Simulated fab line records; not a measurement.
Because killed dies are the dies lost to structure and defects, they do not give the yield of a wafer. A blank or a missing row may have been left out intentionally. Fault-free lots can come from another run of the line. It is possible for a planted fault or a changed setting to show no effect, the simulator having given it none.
Which tool was responsible? | flow berkeleyCmos170 | 21 wafers from 7 lots sampled at 2 of the route's 331 steps

== WHAT THE GAUGES SHOWED, per wafer ==
UCB170_NVT_TW_MEAS_09.
lot  | measured    | on           | NVT_TW
L472 | day 6 07:24 | filmMetro-01 | 539 541 536
L476 | day 7 01:33 | filmMetro-03 | 520 517 518
L482 | day 7 22:56 | filmMetro-03 | 522 517 519
L487 | day 8 22:55 | filmMetro-01 | 536 536 535
L489 | day 9 15:13 | filmMetro-02 | 531 529 528
L492 | day 9 23:13 | filmMetro-02 | 532 526 530

== TOOL THAT RAN EACH LOT (tool first, then ch and the chambers of the sampled wafers, then the start) ==
lot  | UCB170_NWELL_CVD_04
L472 | lpcvd-02 ch 1, day 2 13:23
L476 | lpcvd-01 ch 1, day 3 14:16
L482 | lpcvd-01 ch 1, day 4 18:40
L484 | lpcvd-02 ch 1, day 5 04:08
L487 | lpcvd-01 ch 0, day 5 16:02
L489 | lpcvd-01 ch 0, day 6 04:28
L492 | lpcvd-02 ch 0, day 6 19:46
- UCB170_NWELL_CVD_04: deposits Si3N4 from SiH2Cl2/NH3, target thk 224 nm, time 3360 s.

== THE ANSWER, worked out from the rows above alone ==
Rule: usual is defined by the lots themselves. The widest of any qualifying gaps counts: lots, ordered by their means at a reading, are off when they make up no more than a third of the lots, leave a main group of 4 or more, and stand apart from it by 3 or more times the standard deviation of that group's means. A main group whose means are all the same, to the digits that the tables above print for the reading, isn't used. Also off: a lot with no number at a reading for which 4 or more lots have one. The other lots that the step has rows for count as sound.
Across all readings shown, no lot is off: no conclusion can be drawn from this.

== WHAT THE SIMULATOR HAD INSERTED ==
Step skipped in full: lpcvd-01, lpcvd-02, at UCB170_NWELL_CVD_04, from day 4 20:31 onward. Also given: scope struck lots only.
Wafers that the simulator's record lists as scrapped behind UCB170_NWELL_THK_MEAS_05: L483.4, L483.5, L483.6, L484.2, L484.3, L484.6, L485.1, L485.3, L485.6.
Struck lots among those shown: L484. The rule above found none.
